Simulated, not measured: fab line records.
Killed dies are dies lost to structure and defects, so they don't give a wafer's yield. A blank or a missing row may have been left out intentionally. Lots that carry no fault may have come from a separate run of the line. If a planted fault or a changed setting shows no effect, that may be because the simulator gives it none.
Split-lot trial -- flow ritCmos -- 23 wafers read from 5 lots, route of 202 steps

ABOUT THE SPLIT
At RIT_CONTACT_ETCH_11 (etches SiO2 in CHF3/CF4/Ar, stops on TiSi2, target depth 480 nm, time 320 s), the setting timeS was moved away from the recipe's 320 s on 7 of the 23 wafers read, by -11.5% to +13.4%. For the rest of the wafers, this setting stayed at what the recipe calls for.

Reading taken at the split's own step.

THE READING
NOVOLAK_of_CONTACT_COAT_03.thkNm (the simulator's own value, which no gauge read), in nm, at RIT_CONTACT_ETCH_11 (etches SiO2 in CHF3/CF4/Ar, stops on TiSi2, target depth 480 nm, time 320 s). No usual value for it is given in the file. Here, 16 wafers ran the recipe; their average is 768.4 nm with a standard deviation of 3.3 nm.

wafer,"tool, chamber at the split","timeS as run, s",against the recipe,"NOVOLAK_of_CONTACT_COAT_03.thkNm, nm",against lot-mates on the recipe
L074.2,"rieDiel-02, 3",363,+13.4%,750.5,-19.3
L074.3,"rieDiel-02, 0",320,recipe,769.9,-
L074.4,"rieDiel-02, 2",320,recipe,771.2,-
L074.5,"rieDiel-02, 1",363,+13.4%,752.1,-17.7
L074.6,"rieDiel-02, 0",320,recipe,768.4,-
L077.1,"rieDiel-04, 3",320,recipe,770.5,-
L077.2,"rieDiel-04, 1",320,recipe,770.3,-
L077.3,"rieDiel-04, 0",320,recipe,772.6,-
L077.5,"rieDiel-04, 0",320,recipe,771.7,-
L077.6,"rieDiel-04, 1",320,recipe,768.4,-
L079.1,"rieDiel-02, 1,3",300.3,-6.2%,769.4,+7.7
L079.4,"rieDiel-02, 1,3",300.3,-6.2%,769.4,+7.7
L079.2,"rieDiel-02, 0",320,recipe,760.4,-
L079.3,"rieDiel-02, 3",320,recipe,763,-
L079.6,"rieDiel-02, 0",300.3,-6.2%,769.6,+7.9
L082.1,"rieDiel-04, 2",320,recipe,769.9,-
L082.3,"rieDiel-04, 3",320,recipe,770.2,-
L082.4,"rieDiel-04, 1",320,recipe,769.7,-
L085.1,"rieDiel-04, 1",320,recipe,764.5,-
L085.3,"rieDiel-04, 2",320,recipe,768.6,-
L085.4,"rieDiel-04, 3",283.2,-11.5%,775.6,+9.8
L085.5,"rieDiel-04, 3",283.2,-11.5%,777.8,+12.0
L085.6,"rieDiel-04, 0",320,recipe,764.3,-
The file does not say which wafer passed through which chamber wherever a row lists several chambers: such a row stands for several wafers.

THE FIT
A straight line over all 23 wafers: NOVOLAK_of_CONTACT_COAT_03.thkNm changes by -0.931 nm for each +1% of timeS; r = -0.84; the points scatter about the line by 3.6 nm.
The same after taking each lot's own level away (the mean of its wafers on the recipe; 23 wafers): -1.22 nm for each +1%; r = -0.97; scatter 1.7 nm.
The reading moves by 16 nm for the largest change in timeS, on that fit.
Across the lots, their own levels run from 761.70 to 770.70 nm, a range of 2.7 times the standard deviation given above.
Hence the slope depends on the lot-to-lot level, as the two fits are not the same.
Check: with one of the wafers moved furthest among these (+13.4%) left out of the fit, the line predicts -15.6 nm for it against its lot-mates. It came out at -19.3 nm against them.

OTHER SPLITS ON THESE WAFERS
Note: prior to the reading, these wafers also went through further splits. Each is held against what the fit with the lots' levels taken away leaves over:
other split on the same wafers,wafers away from the commonest value,r with NOVOLAK_of_CONTACT_COAT_03.thkNm (lot level and that fit taken away)
RIT_SPACER_CVD_03 sih2cl2FlowSccm,15,-0.13
RIT_NSD_IMPLANT_08 doseCm2,9,-0.21
RIT_SDANNEAL_CLEAN_01 timeS,5,+0.20

THE FILE'S OWN FIT
NOVOLAK_of_CONTACT_COAT_03.thkNm changes by -1.2 nm for each +1% of timeS, r = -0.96.
